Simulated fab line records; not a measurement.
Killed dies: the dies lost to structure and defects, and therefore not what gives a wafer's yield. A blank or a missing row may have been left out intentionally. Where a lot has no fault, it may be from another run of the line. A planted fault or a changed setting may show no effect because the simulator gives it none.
Shared-tool check    flow berkeley cmos170    Lots sampled 14, wafers sampled 42

## WHY THIS WAS OPENED
Of 14 lots, 2 have the reading PLDD_TW flagged at UCB170_PLDD_TW_MEAS_11. Fault-free wafers read 1007, with a standard deviation of 8.5.
Rule: a lot gets a flag if all its wafers with a number sit over 4 standard deviations from that mean, or if no wafer of it has a number. As for the other lots, they are considered sound.

lot   measured      on             PLDD_TW, wafer by wafer  flag
L585  day 6 05:14   film metro-03  996 1000 1003            
L584  day 6 05:22   film metro-03  1003 1004 996            
L587  day 6 08:13   film metro-03  1000 1004 1002           
L586  day 6 08:50   film metro-01  1014 1010 1014           
L588  day 6 17:20   film metro-01  1012 1009 1017           
L589  day 6 17:49   film metro-04  1012 1012 1021           
L590  day 6 17:53   film metro-04  1022 1016 1018           
L593  day 7 17:28   film metro-01  1007 1005 1004           
L595  day 8 05:03   film metro-03  941 938 941              FLAGGED
L600  day 9 07:58   film metro-03  948 944 944              FLAGGED
L601  day 9 12:47   film metro-01  1011 1007 1001           
L602  day 9 20:49   film metro-04  1018 1014 1013           
L604  day 10 07:44  film metro-01  1016 1011 1015           
L606  day 10 12:20  film metro-03  993 996 997              
Average over the flagged lots: 943; offset from the usual -64, equal to -8 standard deviations.

## TOOL THAT RAN EACH LOT
The record holds 1 process step before the reading, out of a route of 331 steps. Each cell gives the tool, then ch followed by the chambers the sampled wafers passed through, then the start.
lot   flag     UCB170_PLDD_IMPLANT_08
L585           implanter-03 ch 0, day 6 04:44
L584           implanter-04 ch 0, day 6 04:58
L587           implanter-04 ch 0, day 6 07:49
L586           implanter-01 ch 0, day 6 08:08
L588           implanter-03 ch 0, day 6 16:57
L589           implanter-03 ch 0, day 6 17:25
L590           implanter-01 ch 0, day 6 17:08
L593           implanter-04 ch 0, day 7 17:05
L595  FLAGGED  implanter-01 ch 0, day 8 04:39
L600  FLAGGED  implanter-01 ch 0, day 9 07:35
L601           implanter-03 ch 0, day 9 12:23
L602           implanter-03 ch 0, day 9 20:26
L604           implanter-03 ch 0, day 10 07:19
L606           implanter-03 ch 0, day 10 11:56
What the steps here do:
- UCB170_PLDD_IMPLANT_08
- UCB170_PLDD_TW_MEAS_11

## FLAGGED AGAINST TOTAL, ONE TOOL AT A TIME (gauges that did the reading follow at the end)
step                    tool           lots run  flagged  share of the flagged lots  sound lots run after its first flagged lot
UCB170_PLDD_IMPLANT_08  implanter-01   4         2        all                        0
UCB170_PLDD_IMPLANT_08  implanter-03   7         0        none                       -
UCB170_PLDD_IMPLANT_08  implanter-04   3         0        none                       -
UCB170_PLDD_TW_MEAS_11  film metro-01  5         0        none                       -
UCB170_PLDD_TW_MEAS_11  film metro-03  6         2        all                        1 (L606)
UCB170_PLDD_TW_MEAS_11  film metro-04  3         0        none                       -

## THE TABLE: WHAT IT ALLOWS
In 2 table rows, all flagged lots were run: implanter-01 (UCB170_PLDD_IMPLANT_08), film metro-03 (UCB170_PLDD_TW_MEAS_11).
- implanter-01 at UCB170_PLDD_IMPLANT_08 ran 4 lots, 2 of them flagged. Its last sound lot is L590 (day 6 17:08), its first flagged lot L595 (day 8 04:39): a fault that began between those two fits. Its own readings lie more than 4 standard deviations out on every wafer of the flagged lots: dose ions cm2, faraday current uA.
- film metro-03 at UCB170_PLDD_TW_MEAS_11 ran 6 lots, 2 of them flagged. After the first flagged lot (L606), sound lots still ran on it; a lasting fault on the whole tool would not permit that.
One tool is left: implanter-01 at UCB170_PLDD_IMPLANT_08.

## WHAT THE SIMULATOR PUT IN
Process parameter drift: implanter-01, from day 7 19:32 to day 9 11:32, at UCB170_PLDD_IMPLANT_08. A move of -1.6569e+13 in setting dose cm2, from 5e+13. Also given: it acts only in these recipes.
Struck lots among those shown: L595, L600. The rule above reached the same finding.
